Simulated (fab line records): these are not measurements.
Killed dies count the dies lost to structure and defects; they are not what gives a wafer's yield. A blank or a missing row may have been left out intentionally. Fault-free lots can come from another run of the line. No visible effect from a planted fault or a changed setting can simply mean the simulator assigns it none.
Split-lot experiment ; flow ritCmos ; 23 wafers read from 5 lots, route of 202 steps

ABOUT THE SPLIT
At RIT_ACTIVE_SOFTBAKE_07 (time 60 s), the setting tempC was moved away from the recipe's 90 C on 5 of the 23 wafers read, by -3.9% to -3.7%. All remaining wafers had this setting at the recipe value.

No step appears in the file between the split and the reading.

THE READING
NOVOLAK_of_ACTIVE_COAT_06.thkNm (the simulator's own value, which no gauge read), in nm, at RIT_ACTIVE_DEVELOP_10 (develop time 50 s). The file does not state a usual value for it. Across the 18 wafers here that went through the recipe, the average is 1006 nm and the standard deviation 3.3 nm.

wafer;tool, chamber at the split;tempC as run, C;against the recipe;NOVOLAK_of_ACTIVE_COAT_06.thkNm, nm;against lot-mates on the recipe
L078.1;lithoTrack-04, 0;90;recipe;1006;-
L078.3;lithoTrack-04, 0;90;recipe;1010;-
L078.4;lithoTrack-04, 0;90;recipe;1008;-
L078.6;lithoTrack-04, 0;90;recipe;1008;-
L078.5;lithoTrack-04, 0;90;recipe;1009;-
L080.2;lithoTrack-02, 0;90;recipe;1003;-
L080.3;lithoTrack-02, 0;90;recipe;1001;-
L080.5;lithoTrack-02, 0;90;recipe;1001;-
L080.4;lithoTrack-02, 0;86.52;-3.9%;1011;+9
L080.6;lithoTrack-02, 0;86.52;-3.9%;1011;+9
L082.1;lithoTrack-01, 0;90;recipe;1011;-
L082.5;lithoTrack-01, 0;90;recipe;1010;-
L082.6;lithoTrack-01, 0;90;recipe;1013;-
L084.2;lithoTrack-02, 0;86.66;-3.7%;1014;+10
L084.6;lithoTrack-02, 0;86.66;-3.7%;1014;+10
L084.3;lithoTrack-02, 0;90;recipe;1004;-
L084.4;lithoTrack-02, 0;90;recipe;1005;-
L084.5;lithoTrack-02, 0;86.66;-3.7%;1013;+8
L085.1;lithoTrack-02, 0;90;recipe;1006;-
L085.2;lithoTrack-02, 0;90;recipe;1004;-
L085.3;lithoTrack-02, 0;90;recipe;1005;-
L085.5;lithoTrack-02, 0;90;recipe;1007;-
L085.6;lithoTrack-02, 0;90;recipe;1003;-

FIT RESULTS
A straight line over all 23 wafers: NOVOLAK_of_ACTIVE_COAT_06.thkNm changes by -1.65 nm for each +1% of tempC; r = -0.65; the points scatter about the line by 3.2 nm.
The same after taking each lot's own level away (the mean of its wafers on the recipe; 23 wafers): -2.45 nm for each +1%; r = -0.96; scatter 1.1 nm.
On that fit, the largest move of tempC shifts the reading by 9.5 nm.
Across the lots, their own levels run from 1001.7 to 1011.3 nm, a range of 2.9 times the standard deviation given above.
So the lot-to-lot level blurs the effect unless lot-mates are compared.
Check: with one of the wafers moved furthest among these (-3.9%) left out of the fit, the line predicts +9.49 nm for it against its lot-mates. Against them it came out at +9.33 nm.

FILE'S OWN FIT
NOVOLAK_of_ACTIVE_COAT_06.thkNm changes by -2.44 nm for each +1% of tempC, r = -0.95.
